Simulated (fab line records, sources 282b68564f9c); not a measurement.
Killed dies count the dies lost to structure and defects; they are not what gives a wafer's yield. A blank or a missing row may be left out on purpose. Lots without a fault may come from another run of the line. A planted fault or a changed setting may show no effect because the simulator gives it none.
fab line records	flow rit_cmos
record lots=14	wafers=42	last_day=7
route steps=202 shown ACTIVE@1 NWELL@34 PWELL@52 PRETRO@72 M1@202
lots with no fault: from the same line, run without faults
start_h: start of the lot's first displayed wafer, in hours after the record's first day	wait_h: hours from the lot's prior step to this one	" as in the row above	L1.1+2: several wafers, shown together as one row	- value missing, or start not given	* or withheld: withheld	< > ~ a bound
route shown NAME@n: a module of which the file shows steps, and the number in the route of the first	usual: the fault-free wafers' mean and standard deviation	same: alike in all rows	chamber/n: place in a boat	sites: readings site by site	_std_site: the values' standard deviation	_edge_site: the outer-site mean with the inner-site mean subtracted	radius_mm: for every site, how far away it sits from the centre of the wafer	mask NAME#n: copy n	behind: the last tool/chamber to shape the wafer	hold: the reason the lot was held/the length of the hold in hours/how it ended	device: the n, p or np transistor that did not switch	end of line: tests of these same wafers at the route's end	step lacking rows: just its recipe	killed: dies that structure and defects cost at the first sort, which is not the same as the wafer's yield	map: dies across one wafer; x = killed, . = not, _ = none there
set.NAME: setting as actually run; set.NAME@STEP: the setting as run at that earlier step	model.NAME: the simulator's own value behind a step, which no gauge read
steps of the route over a sample of lots; a table a step, a row a wafer
services: when a tool's chamber went out of use (start_h, in hours from the record's first day, below 0 if earlier), for how many hours, and the reason
## steps
# step RIT_ACTIVE_BOW_MEAS_00
# recipe mode=bow
# usual INCOMING_BOW=0/6.3
lot.wafer	tool	chamber	start_h	wait_h	INCOMING_BOW[um]
L506.1	film_metro-02	-	10.00	-	6
L506.2	"	-	"	"	1
L506.5	"	-	"	"	-7
L507.3	film_metro-03	-	15.04	-	-12
L507.4	"	-	"	"	10
L507.5	"	-	"	"	13
L508.1	film_metro-02	-	20.00	-	4
L508.2	"	-	"	"	7
L508.6	"	-	"	"	8
L509.3	film_metro-04	-	25.04	-	-8
L509.5	"	-	"	"	10
L509.6	"	-	"	"	4
L510.1	film_metro-03	-	30.00	-	-3
L510.4	"	-	"	"	-6
L510.5	"	-	"	"	4
L511.1	film_metro-02	-	35.00	-	-4
L511.2	"	-	"	"	-1
L511.5	"	-	"	"	2
L512.2	film_metro-04	-	40.02	-	-1
L512.3	"	-	"	"	-1
L512.6	"	-	"	"	0
L513.1	film_metro-04	-	45.00	-	1
L513.2	"	-	"	"	0
L513.5	"	-	"	"	10
L517.2	film_metro-02	-	65.02	-	14
L517.5	"	-	"	"	3
L517.6	"	-	"	"	2
L518.4	film_metro-02	-	70.06	-	2
L518.5	"	-	"	"	-1
L518.6	"	-	"	"	-3
L520.4	film_metro-02	-	80.06	-	7
L520.5	"	-	"	"	4
L520.6	"	-	"	"	0
L525.2	film_metro-04	-	105.02	-	-15
L525.3	"	-	"	"	-3
L525.4	"	-	"	"	-12
L526.2	film_metro-03	-	110.02	-	0
L526.4	"	-	"	"	7
L526.5	"	-	"	"	0
L529.1	film_metro-02	-	125.00	-	-6
L529.3	"	-	"	"	0
L529.4	"	-	"	"	3
# step RIT_NWELL_OVL_MEAS_06
# usual NWELL_OVL=-1.3/1.4
lot.wafer	tool	chamber	start_h	wait_h	NWELL_OVL[nm]
L506.1	overlay-01	-	21.61	-	-1.8
L506.2	"	-	"	"	-2.4
L506.5	"	-	"	"	-3.0
L507.3	overlay-02	-	26.74	-	-3.0
L507.4	"	-	"	"	-0.8
L507.5	"	-	"	"	-0.7
L508.1	overlay-01	-	31.72	-	-1.7
L508.2	"	-	"	"	-1.7
L508.6	"	-	"	"	-0.2
L509.3	overlay-02	-	36.24	-	-1.3
L509.5	"	-	"	"	-0.4
L509.6	"	-	"	"	-2.9
L510.1	overlay-01	-	41.07	-	-2.6
L510.4	"	-	"	"	-0.8
L510.5	"	-	"	"	-0.5
L511.1	overlay-01	-	47.57	-	-0.9
L511.2	"	-	"	"	-0.8
L511.5	"	-	"	"	-0.1
L512.2	overlay-02	-	51.77	-	-2.2
L512.3	"	-	"	"	-1.1
L512.6	"	-	"	"	-3.0
L513.1	overlay-02	-	57.31	-	0.2
L513.2	"	-	"	"	0.9
L513.5	"	-	"	"	-0.8
L517.2	overlay-02	-	78.80	-	-1.6
L517.5	"	-	"	"	-3.3
L517.6	"	-	"	"	-3.6
L518.4	overlay-02	-	83.80	-	-0.2
L518.5	"	-	"	"	1.0
L518.6	"	-	"	"	0.1
L520.4	overlay-02	-	93.41	-	-2.2
L520.5	"	-	"	"	-1.3
L520.6	"	-	"	"	-1.4
L525.2	overlay-01	-	117.15	-	-1.5
L525.3	"	-	"	"	-2.8
L525.4	"	-	"	"	-3.5
L526.2	overlay-02	-	120.75	-	-0.8
L526.4	"	-	"	"	-2.2
L526.5	"	-	"	"	0.1
L529.1	overlay-01	-	136.40	-	-2.9
L529.3	"	-	"	"	-2.2
L529.4	"	-	"	"	-1.9
# step RIT_WELLDRIVE_RS_MEAS_02
# recipe thk_meas_gauge=four-point-probe
# usual PWELL_RS=429.0/1.1
lot.wafer	tool	chamber	start_h	wait_h	PWELL_RS[ohm/sq]
L506.1	film_metro-01	-	30.08	0.1	428.1
L506.2	"	-	"	"	426.0
L506.5	"	-	"	"	426.7
L507.3	film_metro-01	-	35.15	0.1	428.1
L507.4	"	-	"	"	427.3
L507.5	"	-	"	"	428.1
L508.1	film_metro-03	-	39.51	0.1	430.3
L508.2	"	-	"	"	428.6
L508.6	"	-	"	"	429.5
L509.3	film_metro-04	-	43.70	0.1	429.4
L509.5	"	-	"	"	429.0
L509.6	"	-	"	"	429.3
L510.1	film_metro-04	-	48.74	0.1	429.5
L510.4	"	-	"	"	428.8
L510.5	"	-	"	"	429.4
L511.1	film_metro-01	-	55.00	0.1	429.4
L511.2	"	-	"	"	429.8
L511.5	"	-	"	"	428.9
L512.2	film_metro-01	-	60.36	0.1	428.5
L512.3	"	-	"	"	429.2
L512.6	"	-	"	"	429.1
L513.1	film_metro-03	-	65.18	0.1	429.4
L513.2	"	-	"	"	428.7
L513.5	"	-	"	"	428.5
L517.2	film_metro-01	-	87.77	0.1	428.6
L517.5	"	-	"	"	426.8
L517.6	"	-	"	"	428.1
L518.4	film_metro-04	-	91.27	0.1	429.3
L518.5	"	-	"	"	428.9
L518.6	"	-	"	"	430.9
L520.4	film_metro-04	-	101.69	0.1	428.9
L520.5	"	-	"	"	429.3
L520.6	"	-	"	"	429.8
L525.2	film_metro-01	-	124.83	0.1	430.2
L525.3	"	-	"	"	429.6
L525.4	"	-	"	"	429.4
L526.2	film_metro-04	-	130.41	0.1	430.0
L526.4	"	-	"	"	430.0
L526.5	"	-	"	"	430.0
L529.1	film_metro-04	-	143.95	0.1	429.5
L529.3	"	-	"	"	429.9
L529.4	"	-	"	"	427.9
# step RIT_PRETRO_IMPLANT_08
# recipe species=B	energy_kev=45	dose_cm2=1.2e+13	tilt_deg=7
# usual beam_energy_keV=45.000/0.014	beam_on_s=10.00/0.2	faraday_current_uA=38.0/0.76
lot.wafer	tool	chamber	start_h	wait_h	beam_energy_keV	beam_on_s	faraday_current_uA
L506.1	implanter-02	0	33.04	0.2	45.013	9.93	38.4
L506.2	"	0	"	"	44.996	10.06	37.9
L506.5	"	0	"	"	45.002	10.04	37.5
L507.3	implanter-01	0	38.24	0.2	45.011	9.79	38.9
L507.4	"	0	"	"	45.003	9.87	38.3
L507.5	"	0	"	"	44.985	10.00	38.1
L508.1	implanter-01	0	42.35	0.2	45.010	10.06	37.8
L508.2	"	0	"	"	44.994	9.93	38.4
L508.6	"	0	"	"	44.981	10.00	37.9
L509.3	implanter-03	0	46.54	0.2	45.026	9.58	39.8
L509.5	"	0	"	"	45.004	9.84	38.7
L509.6	"	0	"	"	45.032	10.02	38.1
L510.1	implanter-02	0	51.96	0.2	44.995	9.58	39.7
L510.4	"	0	"	"	45.011	10.01	38.2
L510.5	"	0	"	"	44.985	9.96	38.2
L511.1	implanter-03	0	57.97	0.2	44.980	9.97	38.4
L511.2	"	0	"	"	44.979	9.92	38.4
L511.5	"	0	"	"	44.993	10.18	37.4
L512.2	implanter-02	0	63.39	0.2	44.992	9.94	38.2
L512.3	"	0	"	"	45.008	10.16	37.4
L512.6	"	0	"	"	45.013	9.74	39.0
L513.1	implanter-03	0	68.19	0.2	44.988	10.42	36.6
L513.2	"	0	"	"	44.988	10.06	37.8
L513.5	"	0	"	"	44.972	10.30	36.9
L517.2	implanter-02	0	90.73	0.2	45.023	10.06	38.0
L517.5	"	0	"	"	45.024	10.28	37.0
L517.6	"	0	"	"	45.009	10.13	37.7
L518.4	implanter-03	0	94.56	0.2	50.855	10.09	37.8
L518.5	"	0	"	"	50.844	9.51	40.0
L518.6	"	0	"	"	50.869	10.09	37.6
L520.4	implanter-03	0	104.79	0.2	50.842	9.91	38.2
L520.5	"	0	"	"	50.823	9.55	39.6
L520.6	"	0	"	"	50.842	9.97	38.0
L525.2	implanter-02	0	127.92	0.2	45.017	10.29	37.0
L525.3	"	0	"	"	45.024	10.01	38.1
L525.4	"	0	"	"	45.025	10.13	37.5
L526.2	implanter-01	0	133.44	0.2	44.986	9.82	38.7
L526.4	"	0	"	"	44.990	10.07	38.0
L526.5	"	0	"	"	44.984	10.30	36.8
L529.1	implanter-01	0	147.03	0.2	45.013	9.80	38.7
L529.3	"	0	"	"	45.015	10.08	38.0
L529.4	"	0	"	"	44.989	10.20	37.3
# step RIT_PRETRO_TW_MEAS_10
# usual PRETRO_TW=473.9/2.2
lot.wafer	tool	chamber	start_h	wait_h	hold	PRETRO_TW
L506.1	film_metro-03	-	33.36	0.1	-	474.9
L506.2	"	-	"	"	-	476.3
L506.5	"	-	"	"	-	474.7
L507.3	film_metro-03	-	38.54	0.1	-	475.2
L507.4	"	-	"	"	-	473.9
L507.5	"	-	"	"	-	473.5
L508.1	film_metro-01	-	42.68	0.1	-	473.2
L508.2	"	-	"	"	-	469.5
L508.6	"	-	"	"	-	473.7
L509.3	film_metro-03	-	46.84	0.1	-	475.9
L509.5	"	-	"	"	-	473.9
L509.6	"	-	"	"	-	476.4
L510.1	film_metro-02	-	52.29	0.1	-	477.2
L510.4	"	-	"	"	-	475.4
L510.5	"	-	"	"	-	473.9
L511.1	film_metro-03	-	58.29	0.1	-	475.9
L511.2	"	-	"	"	-	477.4
L511.5	"	-	"	"	-	480.3
L512.2	film_metro-02	-	63.70	0.1	-	474.2
L512.3	"	-	"	"	-	476.7
L512.6	"	-	"	"	-	474.2
L513.1	film_metro-02	-	68.52	0.1	-	477.5
L513.2	"	-	"	"	-	474.2
L513.5	"	-	"	"	-	476.0
L517.2	film_metro-01	-	91.04	0.1	-	471.8
L517.5	"	-	"	"	-	470.4
L517.6	"	-	"	"	-	469.8
L518.4	film_metro-02	-	94.84	0.1	await_dispo/0.2h/release	484.5
L518.5	"	-	"	"	await_dispo/0.2h/release	484.8
L518.6	"	-	"	"	await_dispo/0.2h/release	482.9
L518.4	film_metro-02	-	95.15	0.3	-	484.5
L518.5	"	-	"	"	-	482.8
L518.6	"	-	"	"	-	484.9
L520.4	film_metro-01	-	105.07	0.1	-	481.3
L520.5	"	-	"	"	-	479.0
L520.6	"	-	"	"	-	482.5
L525.2	film_metro-03	-	128.23	0.1	-	474.2
L525.3	"	-	"	"	-	475.1
L525.4	"	-	"	"	-	473.2
L526.2	film_metro-01	-	133.75	0.1	-	474.4
L526.4	"	-	"	"	-	473.1
L526.5	"	-	"	"	-	473.6
L529.1	film_metro-01	-	147.36	0.1	-	471.8
L529.3	"	-	"	"	-	469.8
L529.4	"	-	"	"	-	474.9
# step RIT_M1_PROBE_99
# usual killed_at_contacts=0.1/0.28	killed_at_front_end=7.0/2.9	killed_dies=7.0/2.9	killed_open=3.4/2.1	killed_short=3.6/1.7
# same gross_dies=264	killed_at_M0_to_M3=0	killed_at_M4_up=0	killed_at_back_side=0	killed_at_other=0
lot.wafer	tool	chamber	start_h	wait_h	killed_at_contacts	killed_at_front_end	killed_dies	killed_open	killed_short
L506.1	prober-02	-	62.27	0.1	0	4	4	1	3
L506.2	prober-02	-	62.32	0.1	0	8	8	3	5
L506.5	prober-02	-	62.47	0.2	0	7	7	3	4
L507.3	prober-01	-	65.52	0.2	0	14	14	7	7
L507.4	prober-01	-	65.57	0.2	1	5	6	2	4
L507.5	prober-01	-	65.62	0.2	0	4	4	0	4
L508.1	prober-02	-	69.17	0.1	1	6	7	2	5
L508.2	prober-02	-	69.22	0.1	0	5	5	3	2
L508.6	prober-02	-	69.42	0.2	1	4	5	2	3
L509.3	prober-01	-	72.46	0.2	0	12	12	8	4
L509.5	prober-01	-	72.56	0.2	0	5	5	2	3
L509.6	prober-01	-	72.61	0.2	0	6	6	3	3
L510.1	prober-02	-	78.88	0.1	0	8	8	4	4
L510.4	prober-02	-	79.03	0.2	0	8	8	4	4
L510.5	prober-02	-	79.08	0.2	0	8	8	4	4
L511.1	prober-02	-	85.00	0.1	0	6	6	3	3
L511.2	prober-02	-	85.05	0.1	0	9	9	4	5
L511.5	prober-02	-	85.20	0.2	0	6	6	5	1
L512.2	prober-01	-	94.59	0.1	0	11	11	6	5
L512.3	prober-01	-	94.64	0.2	0	10	10	5	5
L512.6	prober-01	-	94.79	0.2	0	8	8	3	5
L513.1	prober-02	-	98.42	0.1	0	5	5	2	3
L513.2	prober-02	-	98.47	0.1	0	4	4	1	3
L513.5	prober-02	-	98.62	0.2	0	7	7	2	5
L517.2	prober-02	-	118.56	0.1	0	7	7	0	7
L517.5	prober-02	-	118.71	0.2	0	6	6	3	3
L517.6	prober-02	-	118.76	0.2	0	10	10	5	5
L518.4	prober-01	-	132.20	0.2	0	4	4	2	2
L518.5	prober-01	-	132.25	0.2	0	6	6	1	5
L518.6	prober-01	-	132.30	0.2	0	9	9	3	6
L520.4	prober-01	-	134.11	0.2	0	5	5	2	3
L520.5	prober-01	-	134.16	0.2	0	8	8	3	5
L520.6	prober-01	-	134.21	0.2	0	12	12	8	4
L525.2	prober-01	-	155.59	0.1	0	8	8	5	3
L525.3	prober-01	-	155.64	0.2	0	7	7	3	4
L525.4	prober-01	-	155.69	0.2	0	5	5	4	1
L526.2	prober-01	-	162.21	0.1	0	16	16	8	8
L526.4	prober-01	-	162.31	0.2	0	6	6	3	3
L526.5	prober-01	-	162.36	0.2	0	11	11	10	1
L529.1	prober-01	-	176.73	0.1	0	6	6	4	2
L529.3	prober-01	-	176.83	0.2	0	7	7	3	4
L529.4	prober-01	-	176.88	0.2	1	6	7	2	5
# killed by level:class
L506.1 GATE:geometric_particle:short=3 SPACER:geometric_particle:open=1
L506.2 SPACER:geometric_particle:short=2 GATE:geometric_particle:short=2 GATE:geometric_particle:open=2 FOX1:geometric_particle:short=1 REOX:geometric_particle:open=1
L506.5 GATE:geometric_particle:open=3 SILICIDE:geometric_particle:short=2 FOX1:geometric_particle:short=1 GATE:geometric_particle:short=1
L507.3 REOX:geometric_particle:open=3 REOX:geometric_particle:short=3 GATE:geometric_particle:short=2 SILICIDE:geometric_particle:open=2 FOX2:geometric_particle:open=1 GATE:geometric_particle:open=1 SPACER:geometric_particle:short=1 SILICIDE:geometric_particle:short=1
L507.4 GATE:geometric_particle:open=2 GATE:geometric_particle:short=1 SPACER:geometric_particle:short=1 SILICIDE:geometric_particle:short=1 CONTACT:geometric_particle:short=1
L507.5 SILICIDE:geometric_particle:short=2 GATE:geometric_particle:short=1 SPACER:geometric_particle:short=1
L508.1 GATE:geometric_particle:short=2 SPACER:geometric_particle:short=2 FOX1:geometric_particle:open=1 FOX1:geometric_particle:short=1 CONTACT:geometric_particle:open=1
L508.2 FOX1:geometric_particle:open=1 GATE:geometric_particle:short=1 GATE:geometric_particle:open=1 REOX:geometric_particle:open=1 SPACER:geometric_particle:short=1
L508.6 GATE:geometric_particle:short=2 FOX1:geometric_particle:open=1 SPACER:geometric_particle:short=1 CONTACT:geometric_particle:open=1
L509.3 GATE:geometric_particle:open=4 GATE:geometric_particle:short=3 FOX1:geometric_particle:open=1 REOX:geometric_particle:open=1 SPACER:geometric_particle:open=1 SILICIDE:geometric_particle:open=1 SILICIDE:geometric_particle:short=1
L509.5 SILICIDE:geometric_particle:short=3 GATE:geometric_particle:open=2
L509.6 FOX1:geometric_particle:short=2 GATE:geometric_particle:open=1 REOX:geometric_particle:open=1 REOX:geometric_particle:short=1 SILICIDE:geometric_particle:open=1
L510.1 GATE:geometric_particle:short=3 FOX1:geometric_particle:open=1 FOX2:geometric_particle:open=1 GATE:geometric_particle:open=1 REOX:geometric_particle:open=1 SPACER:geometric_particle:short=1
L510.4 FOX2:geometric_particle:open=2 FOX1:geometric_particle:short=1 GATE:geometric_particle:open=1 GATE:geometric_particle:short=1 SPACER:geometric_particle:short=1 SILICIDE:geometric_particle:open=1 SILICIDE:geometric_particle:short=1
L510.5 REOX:geometric_particle:short=2 FOX1:geometric_particle:open=1 GATE:geometric_particle:short=1 GATE:geometric_particle:open=1 REOX:geometric_particle:open=1 SILICIDE:geometric_particle:short=1 SILICIDE:geometric_particle:open=1
L511.1 FOX1:geometric_particle:open=1 FOX1:geometric_particle:short=1 GATE:geometric_particle:open=1 REOX:geometric_particle:short=1 SPACER:geometric_particle:open=1 SPACER:geometric_particle:short=1
L511.2 GATE:geometric_particle:short=2 SPACER:geometric_particle:short=2 SPACER:geometric_particle:open=2 FOX1:geometric_particle:open=1 GATE:geometric_particle:open=1 REOX:geometric_particle:short=1
L511.5 SPACER:geometric_particle:open=2 FOX1:geometric_particle:open=1 FOX2:geometric_particle:open=1 GATE:geometric_particle:open=1 SILICIDE:geometric_particle:short=1
L512.2 GATE:geometric_particle:open=4 GATE:geometric_particle:short=4 FOX1:geometric_particle:short=1 SPACER:geometric_particle:open=1 SILICIDE:geometric_particle:open=1
L512.3 GATE:geometric_particle:open=5 GATE:geometric_particle:short=3 REOX:geometric_particle:short=1 SPACER:geometric_particle:short=1
L512.6 FOX1:geometric_particle:open=2 GATE:geometric_particle:short=2 FOX1:geometric_particle:short=1 GATE:geometric_particle:open=1 SPACER:geometric_particle:short=1 SILICIDE:geometric_particle:short=1
L513.1 GATE:geometric_particle:short=2 REOX:geometric_particle:open=1 SPACER:geometric_particle:short=1 SPACER:geometric_particle:open=1
L513.2 FOX2:geometric_particle:short=1 GATE:geometric_particle:open=1 REOX:geometric_particle:short=1 SILICIDE:geometric_particle:short=1
L513.5 SILICIDE:geometric_particle:short=3 GATE:geometric_particle:short=2 REOX:geometric_particle:open=1 SPACER:geometric_particle:open=1
L517.2 GATE:geometric_particle:short=4 SPACER:geometric_particle:short=2 FOX1:geometric_particle:short=1
L517.5 SILICIDE:geometric_particle:short=2 FOX1:geometric_particle:open=1 GATE:geometric_particle:short=1 GATE:geometric_particle:open=1 SILICIDE:geometric_particle:open=1
L517.6 FOX1:geometric_particle:short=3 FOX1:geometric_particle:open=2 FOX2:geometric_particle:short=2 GATE:geometric_particle:open=2 SPACER:geometric_particle:open=1
L518.4 SILICIDE:geometric_particle:open=2 SPACER:geometric_particle:short=1 SILICIDE:geometric_particle:short=1
L518.5 GATE:geometric_particle:short=2 SILICIDE:geometric_particle:short=2 REOX:geometric_particle:short=1 SILICIDE:geometric_particle:open=1
L518.6 GATE:geometric_particle:short=4 GATE:geometric_particle:open=2 SILICIDE:geometric_particle:short=2 FOX1:geometric_particle:open=1
L520.4 GATE:geometric_particle:open=2 FOX2:geometric_particle:short=1 GATE:geometric_particle:short=1 SPACER:geometric_particle:short=1
L520.5 GATE:geometric_particle:short=3 FOX2:geometric_particle:short=2 FOX1:geometric_particle:open=1 FOX2:geometric_particle:open=1 SILICIDE:geometric_particle:open=1
L520.6 GATE:geometric_particle:short=4 FOX2:geometric_particle:open=2 GATE:geometric_particle:open=2 SPACER:geometric_particle:open=2 SILICIDE:geometric_particle:open=2
L525.2 FOX1:geometric_particle:open=2 FOX2:geometric_particle:open=1 GATE:geometric_particle:short=1 REOX:geometric_particle:short=1 REOX:geometric_particle:open=1 SPACER:geometric_particle:open=1 SILICIDE:geometric_particle:short=1
L525.3 FOX1:geometric_particle:open=2 FOX2:geometric_particle:short=1 REOX:geometric_particle:short=1 SPACER:geometric_particle:short=1 SILICIDE:geometric_particle:short=1 SILICIDE:geometric_particle:open=1
L525.4 SILICIDE:geometric_particle:open=2 FOX1:geometric_particle:short=1 GATE:geometric_particle:open=1 REOX:geometric_particle:open=1
L526.2 GATE:geometric_particle:open=3 FOX1:geometric_particle:short=2 FOX1:geometric_particle:open=2 FOX2:geometric_particle:short=2 GATE:geometric_particle:short=2 REOX:geometric_particle:open=2 SPACER:geometric_particle:short=2 SPACER:geometric_particle:open=1
L526.4 GATE:geometric_particle:short=3 FOX1:geometric_particle:open=1 FOX2:geometric_particle:open=1 GATE:geometric_particle:open=1
L526.5 GATE:geometric_particle:open=6 SPACER:geometric_particle:open=3 GATE:geometric_particle:short=1 SILICIDE:geometric_particle:open=1
L529.1 GATE:geometric_particle:open=3 GATE:geometric_particle:short=1 SPACER:geometric_particle:short=1 SILICIDE:geometric_particle:open=1
L529.3 SILICIDE:geometric_particle:open=2 GATE:geometric_particle:open=1 GATE:geometric_particle:short=1 REOX:geometric_particle:short=1 SPACER:geometric_particle:short=1 SILICIDE:geometric_particle:short=1
L529.4 GATE:geometric_particle:short=2 FOX1:geometric_particle:short=1 FOX2:geometric_particle:short=1 SILICIDE:geometric_particle:open=1 SPACER:geometric_particle:short=1 CONTACT:geometric_particle:open=1
## services
tool	chamber	start_h	hours	kind
implanter-03	-	21.03	3.6	repair
implanter-02	-	77.63	4.7	pm
implanter-01	-	83.95	2.6	repair
implanter-01	-	98.97	9.8	pm
implanter-01	-	109.36	2.9	pm
implanter-01	-	115.36	5.5	repair
implanter-02	-	116.55	1.8	repair
## key
first_sign step=RIT_PRETRO_IMPLANT_08	reading=beam_energy_keV	direction=up	sigmas=99+	usual=45.000	struck=50.846
effect step=RIT_PRETRO_TW_MEAS_10	reading=visit	direction=added
met_at RIT_PRETRO_IMPLANT_08
struck_lots L518,L520
tester_left_out L518,L520
not_acting_at RIT_ACTIVE_BOW_MEAS_00,RIT_NWELL_OVL_MEAS_06,RIT_WELLDRIVE_RS_MEAS_02
onset_between 68.19 94.56
fault kind=process_parameter_drift	tool=implanter-03	chamber=-	onset_h=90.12	steps=RIT_PRETRO_IMPLANT_08	channel=energy_kev	offset=5.85	shape=step	end_h=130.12	acts_in=these_recipes_only	stated=45
# tester_left_out: of these lots the tester's yield and bins aren't shown, on N5 and GAA mostly nor the transistor test; their killed dies are dies lost to structure and defects alone, not to doping, threshold or leakage, so they don't give the yield
